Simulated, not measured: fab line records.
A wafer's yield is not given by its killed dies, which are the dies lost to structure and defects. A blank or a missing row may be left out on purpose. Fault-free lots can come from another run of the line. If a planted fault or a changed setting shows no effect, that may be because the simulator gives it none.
Struck lot and sound lot, side by side / flow berkeley_cmos170 / 14 out of 331 route steps
Sound: wafers L553.1, L553.2, L553.5. The struck wafers were L555.1, L555.3, L555.5. At the end, the cause is stated.
For every step that has rows: the tool of each side, followed by ch and its chambers, followed by its first start. Under that, the readings that differ: sound wafers / struck wafers / difference of the means / sigmas: that difference in standard deviations of wafers without a fault.
alike: a reading whose means differ by less than 2 such deviations, as well as words and numbers matching on both sides. not compared: withheld readings; readings where some wafer has no value; bounds like >300 that might hide an equal value; numbers whose values overlap and for which the record gives no deviation.
Wherever a step has rows on one side only, a row that says differs or no value, or a row with sigmas, the two part there. Non-overlapping numbers with no deviation appear without sigmas and do not part them. A reading that every wafer of one side lacks parts them only if that side has two wafers or more.

first, 1 step without rows for these wafers: UCB170_NVT_IMPLANT_07.
UCB170_NVT_STRIP_08: strips in O2.
  sound on plasma_asher-02 ch 0,1, day 8 13:12; struck on plasma_asher-03 ch 0,1, day 8 22:14
  alike: drypump_motor_current_A, oes_product_au, overash_fraction, strip_time_to_endpoint_s
  not compared: rf_hours_counter_h
UCB170_NVT_TW_MEAS_09:
  sound: film_metro-04 at day 8 13:19; struck: film_metro-02 at day 8 22:23
reading=NVT_TW; sound=528 525 529; struck=517 521 521; difference=-8; sigmas=-2
then, 7 steps without rows for these wafers: UCB170_NVT_CLEAN_10 (cleans in SPM, time 600 s); UCB170_PVT_HMDS_00 (prime time 60 s); UCB170_PVT_COAT_01 (resist thk 900 nm); UCB170_PVT_SOFTBAKE_02 (time 60 s); UCB170_PVT_EXPOSE_03 (exposes mask NWELL, target cd 3000 nm); UCB170_PVT_PEB_04; UCB170_PVT_DEVELOP_05 (develop time 45 s).
UCB170_PVT_OVL_MEAS_06:
  sound: overlay-01 at day 8 14:53; struck: overlay-01 at day 9 00:27
  alike: PVT_OVL
then, 1 step without rows for these wafers: UCB170_PVT_IMPLANT_07.
UCB170_PVT_STRIP_08: strips in O2.
  sound on plasma_asher-03 ch 0,1, day 8 15:04; struck on plasma_asher-03 ch 1, day 9 00:38
reading=oes_product_au (a.u.); sound=0.732 0.733 0.731; struck=0.678 0.682 0.681; difference=-0.052; sigmas=-12
reading=overash_fraction; sound=0.5 0.5 0.5; struck=0.7 0.7 0.7; difference=+0.2; sigmas=
  alike: drypump_motor_current_A, strip_time_to_endpoint_s
  not compared: rf_hours_counter_h
UCB170_PVT_TW_MEAS_09:
  sound: film_metro-02 at day 8 15:10; struck: film_metro-01 at day 9 00:44
  alike: PVT_TW

== WHERE THEY PART ==
At UCB170_NVT_TW_MEAS_09 first; at UCB170_PVT_STRIP_08 last (within this record only). Later steps at which nothing parts them and some readings are alike: UCB170_PVT_TW_MEAS_09.

WHY: what the simulator had put in
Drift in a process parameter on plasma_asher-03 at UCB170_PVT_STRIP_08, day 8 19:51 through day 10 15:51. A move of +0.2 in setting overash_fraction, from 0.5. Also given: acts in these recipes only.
